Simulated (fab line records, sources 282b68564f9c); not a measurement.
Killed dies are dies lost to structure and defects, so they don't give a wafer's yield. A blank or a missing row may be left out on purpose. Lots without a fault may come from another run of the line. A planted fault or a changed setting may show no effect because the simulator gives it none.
A struck lot beside a sound one | flow rit_cmos | 21 steps out of a route of 202
Sound: wafers L873.1, L873.2, L873.4. Struck: wafers L877.1, L877.2, L877.4. The cause comes at the end.
At each step with rows: each side's tool, then ch and its chambers, then its first start. Under that, the readings that differ: sound wafers | struck wafers | difference of the means | sigmas: that difference in standard deviations of wafers without a fault.
alike: readings whose means differ by less than 2 such deviations, and words and numbers that are the same on both sides. not compared: withheld readings, readings that some wafer has no value for, bounds like >300 that may hide the same value, and numbers for which the record gives no deviation and whose values overlap.
The two part at a step that has a row with sigmas, a row that says differs or no value, or rows on one side only. Numbers that don't overlap but have no deviation are shown without sigmas and don't part them. A reading that every wafer of one side lacks parts them only if that side has two wafers or more.

first, 6 steps without rows for these wafers: RIT_NRETRO_HMDS_00 (prime time 60 s); RIT_NRETRO_COAT_01 (resist thk 1300 nm); RIT_NRETRO_SOFTBAKE_02 (time 60 s); RIT_NRETRO_EXPOSE_03 (exposes mask M4, target cd 43900 nm); RIT_NRETRO_PEB_04; RIT_NRETRO_DEVELOP_05 (develop time 68 s).
RIT_NRETRO_OVL_MEAS_06:
  sound on overlay-02, day 3 13:13; struck on overlay-02, day 4 07:49
  alike: NRETRO_OVL
then, 2 steps without rows for these wafers: RIT_NRETRO_HARDBAKE_07 (time 120 s); RIT_NRETRO_IMPLANT_08.
RIT_NRETRO_STRIP_09: strips in O2, time 180 s.
  sound on plasma_asher-02 ch 0,1, day 3 13:39; struck on plasma_asher-03 ch 0,1, day 4 08:15
  alike: drypump_motor_current_A
  not compared: rf_hours_counter_h
RIT_NRETRO_TW_MEAS_10:
  sound on film_metro-04, day 3 13:50; struck on film_metro-04, day 4 08:25
  alike: NRETRO_TW
then, 1 step without rows for these wafers: RIT_PRETRO_HMDS_00 (prime time 60 s).
RIT_PRETRO_COAT_01: resist thk 1300 nm.
  sound on litho_track-04 ch 0, day 3 14:06; struck on litho_track-04 ch 0, day 4 08:38
  reading                                     | sound          | struck         | difference | sigmas
  model.NOVOLAK_of_PRETRO_COAT_01.thk_nm (nm) | 1304 1306 1305 | 1383 1385 1386 | +80        |
RIT_PRETRO_SOFTBAKE_02: time 60.96 s.
  sound on litho_track-04 ch 0, day 3 14:15; struck on litho_track-04 ch 0, day 4 08:47
  alike: plate_sensor_t_centre_C, plate_sensor_t_edge_C
then, 3 steps without rows for these wafers: RIT_PRETRO_EXPOSE_03 (exposes mask M5, target cd 43700 nm); RIT_PRETRO_PEB_04; RIT_PRETRO_DEVELOP_05 (develop time 68 s).
RIT_PRETRO_OVL_MEAS_06:
  sound on overlay-02, day 3 14:57; struck on overlay-02, day 4 09:22
  reading         | sound       | struck         | difference | sigmas
  PRETRO_OVL (nm) | 3.9 3.1 3.5 | -0.3 -1.3 -0.3 | -4.1       | -3
RIT_PRETRO_HARDBAKE_07: time 120 s.
  sound on litho_track-02 ch 0, day 3 14:59; struck on litho_track-02 ch 0, day 4 09:37
  reading                                     | sound          | struck         | difference | sigmas
  model.NOVOLAK_of_PRETRO_COAT_01.thk_nm (nm) | 1140 1142 1141 | 1208 1210 1211 | +69        |
then, 1 step without rows for these wafers: RIT_PRETRO_IMPLANT_08.
RIT_M1_PROBE_99:
  sound on prober-01, day 5 01:34; struck on prober-01, day 5 22:52
  alike: killed_at_contacts, killed_at_front_end, killed_dies, killed_open, killed_short

WHERE THEY PART
Only at RIT_PRETRO_OVL_MEAS_06, within this record. Later steps at which nothing parts them and some readings are alike: RIT_M1_PROBE_99.

WHY: what the simulator had put in
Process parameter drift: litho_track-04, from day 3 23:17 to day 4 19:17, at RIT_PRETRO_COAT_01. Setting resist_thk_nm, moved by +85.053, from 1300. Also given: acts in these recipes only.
